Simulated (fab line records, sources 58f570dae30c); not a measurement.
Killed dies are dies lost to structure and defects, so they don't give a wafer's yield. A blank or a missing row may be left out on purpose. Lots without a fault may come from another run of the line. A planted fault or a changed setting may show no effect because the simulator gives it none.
A struck lot beside a sound one | flow berkeley_cmos170 | 17 steps out of a route of 331
Sound: wafers L739.1, L739.3, L739.5. Struck: wafers L750.1, L750.4, L750.6. The cause comes at the end.
At each step with rows: each side's tool, then ch and its chambers, then its first start. Under that, the readings that differ: sound wafers | struck wafers | difference of the means | sigmas: that difference in standard deviations of wafers without a fault.
alike: readings whose means differ by less than 2 such deviations, and words and numbers that are the same on both sides. not compared: withheld readings, readings that some wafer has no value for, bounds like >300 that may hide the same value, and numbers for which the record gives no deviation and whose values overlap.
The two part at a step that has a row with sigmas, a row that says differs or no value, or rows on one side only. Numbers that don't overlap but have no deviation are shown without sigmas and don't part them. A reading that every wafer of one side lacks parts them only if that side has two wafers or more.

first, 6 steps without rows for these wafers: UCB170_V1_HMDS_06 (prime time 60 s); UCB170_V1_COAT_07 (resist thk 900 nm); UCB170_V1_SOFTBAKE_08 (time 60 s); UCB170_V1_EXPOSE_09 (exposes mask VIA1, target cd 700 nm); UCB170_V1_PEB_10; UCB170_V1_DEVELOP_11 (develop time 45 s).
UCB170_V1_CD_MEAS_12: target cd 700 nm.
  sound on cd_sem-02, day 8 08:24; struck on cd_sem-01, day 10 16:53
  alike: cd_nm
UCB170_V1_OVL_MEAS_13:
  sound on overlay-01, day 8 08:31; struck on overlay-02, day 10 17:00
  alike: V1_OVL
UCB170_V1_ETCH_14: etches SiO2 in CHF3/CF4/Ar, stops on Al, target depth 1250 nm, time 291 s.
  sound on rie_diel-02 ch 0,1,3, day 8 08:33; struck on rie_diel-03 ch 0,3, day 10 17:02
  alike: drypump_motor_current_A, oes_product_au, rf_fwd_power_W, throttle_valve_pct
  not compared: rf_hours_counter_h
UCB170_V1_STRIP_15: strips in O2.
  sound on plasma_asher-02 ch 0,1, day 8 08:44; struck on plasma_asher-03 ch 0,1, day 10 17:13
  alike: drypump_motor_current_A, oes_product_au, strip_time_to_endpoint_s
  not compared: rf_hours_counter_h
UCB170_V1_CD_MEAS_90: target cd 700 nm.
  sound on cd_sem-01, day 8 08:50; struck on cd_sem-01, day 10 17:19
  alike: cd_nm
then, 1 step without rows for these wafers: UCB170_M2_PRE_CLEAN_00 (preclean etch time 60 s).
UCB170_M2_SPUTTER_01: material Al, target thk 900 nm, time 120 s.
  sound on pvd_sputter-01, day 8 09:01; struck on pvd_sputter-02, day 10 17:31
  reading                               | sound             | struck            | difference | sigmas
  model.Al_of_M2_SPUTTER_01.thk_nm (nm) | 894.8 888.4 895.5 | 971.9 975.1 964.1 | +77.5      |
  alike: throttle_valve_pct
UCB170_M2_RS_MEAS_02: measures by four-point-probe.
  sound on film_metro-01, day 8 09:06; struck on film_metro-01, day 10 17:35
  reading           | sound                   | struck                 | difference | sigmas
  M2_AL_RS (ohm/sq) | 0.03242 0.03264 0.03241 | 0.0298 0.02974 0.03005 | -0.0026    | -9
UCB170_M2_THK_MEAS_03: measures by xrf.
  sound on film_metro-01, day 8 09:13; struck on film_metro-01, day 10 17:43
  reading        | sound       | struck      | difference | sigmas
  M2_AL_THK (nm) | 889 886 891 | 965 968 956 | +74        | +9
then, 2 steps without rows for these wafers: UCB170_M2_HMDS_04 (prime time 60 s); UCB170_M3_PROBE_99.

WHERE THEY PART
First at UCB170_M2_RS_MEAS_02; last, within this record, at UCB170_M2_THK_MEAS_03.

WHY: what the simulator had put in
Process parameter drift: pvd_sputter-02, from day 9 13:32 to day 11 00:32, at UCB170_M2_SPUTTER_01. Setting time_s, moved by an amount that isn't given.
